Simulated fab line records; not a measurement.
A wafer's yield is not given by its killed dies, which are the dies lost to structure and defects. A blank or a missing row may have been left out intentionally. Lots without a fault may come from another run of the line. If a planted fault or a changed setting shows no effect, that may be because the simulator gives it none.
A single fault, viewed from 2 desks -- flow berkeley_cmos170 -- what lay behind the numbers comes last; until then each desk has only its own

== THE TOOL OWNER'S DESK: plasma_asher-04 ==
The tool's own readings at UCB170_PVT_STRIP_08 (strips in O2): means of the sampled wafers that have a number, for each lot that ran on this tool. Any lot whose mean is over 4 standard deviations away from the usual mean is out of limits and marked OUT; that distance is given in the brackets.
Columns: A = drypump_motor_current_A at UCB170_PVT_STRIP_08, usual 5.8 A; B = oes_product_au at UCB170_PVT_STRIP_08, usual 0.735 a.u.; C = strip_time_to_endpoint_s at UCB170_PVT_STRIP_08, usual 21.64 s
lot,first seen here,A,B,C
L738,day 6 05:58,5.3,0.734,21.60
L743,day 7 11:59,5.4,0.733,21.57
L742,day 7 12:17,5.1,0.734,21.71
L746,day 8 04:21,5.3,0.735,21.60
L749,day 9 03:04,5.2,0.861 (+30) OUT,21.71
L753,day 9 14:44,5.0,0.856 (+29) OUT,21.69
This desk's verdict: out of limits on L749, L753, starting with L749 at day 9 03:04 (oes_product_au at UCB170_PVT_STRIP_08). Within limits: L738, L743, L742, L746.

== AT THE METROLOGY DESK ==
What the gauges read for every lot (on any tool): the sampled wafers with a number, averaged. Any lot whose mean is over 4 standard deviations away from the usual mean is out of limits and marked OUT; that distance is given in the brackets.
Columns: A = INCOMING_BOW at UCB170_START_BOW_MEAS_00, usual -1 um; B = NWELL_OVL at UCB170_NWELL_OVL_MEAS_12, usual -4 nm; C = GATE_OXIDE_THK at UCB170_GATE_THK_MEAS_02, usual 6.68 nm
lot,first seen here,A,B,C
L736,day 1 20:01,-4,6,6.74
L737,day 2 01:00,1,-14,6.52
L738,day 2 06:00,-0,-8,6.63
L739,day 2 11:00,-4,-8,6.71
L740,day 2 16:11,12,-1,6.71
L742,day 3 02:01,0,-1,6.87
L743,day 3 07:00,-1,-10,6.79
L744,day 3 12:02,4,1,6.82
L745,day 3 17:01,0,-9,6.61
L746,day 3 22:02,6,5,6.73
L749,day 4 13:00,-3,-8,6.79
L753,day 5 09:00,-1,-3,6.76
L755,day 5 19:00,-2,-4,6.75
L757,day 6 05:00,0,-1,6.71
This desk's verdict: no lot among the 14 shows anything out of limits.

== TAKEN TOGETHER ==
An alarm could have come from the tool owner's desk at day 9 03:04, on L749, L753.
The metrology desk saw nothing out of limits.
The metrology desk holds a record of L749, L753, inside its limits.
Every lot named ran UCB170_PVT_STRIP_08 on plasma_asher-04.

== WHAT WAS PUT IN BY THE SIMULATOR ==
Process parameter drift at UCB170_PVT_STRIP_08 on plasma_asher-04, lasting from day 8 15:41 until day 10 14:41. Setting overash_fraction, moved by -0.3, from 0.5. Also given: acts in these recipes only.
Shown lots that were struck: L749, L753.
Each desk's first reading out of limits, in hours after the fault started: the tool owner's desk, 11.
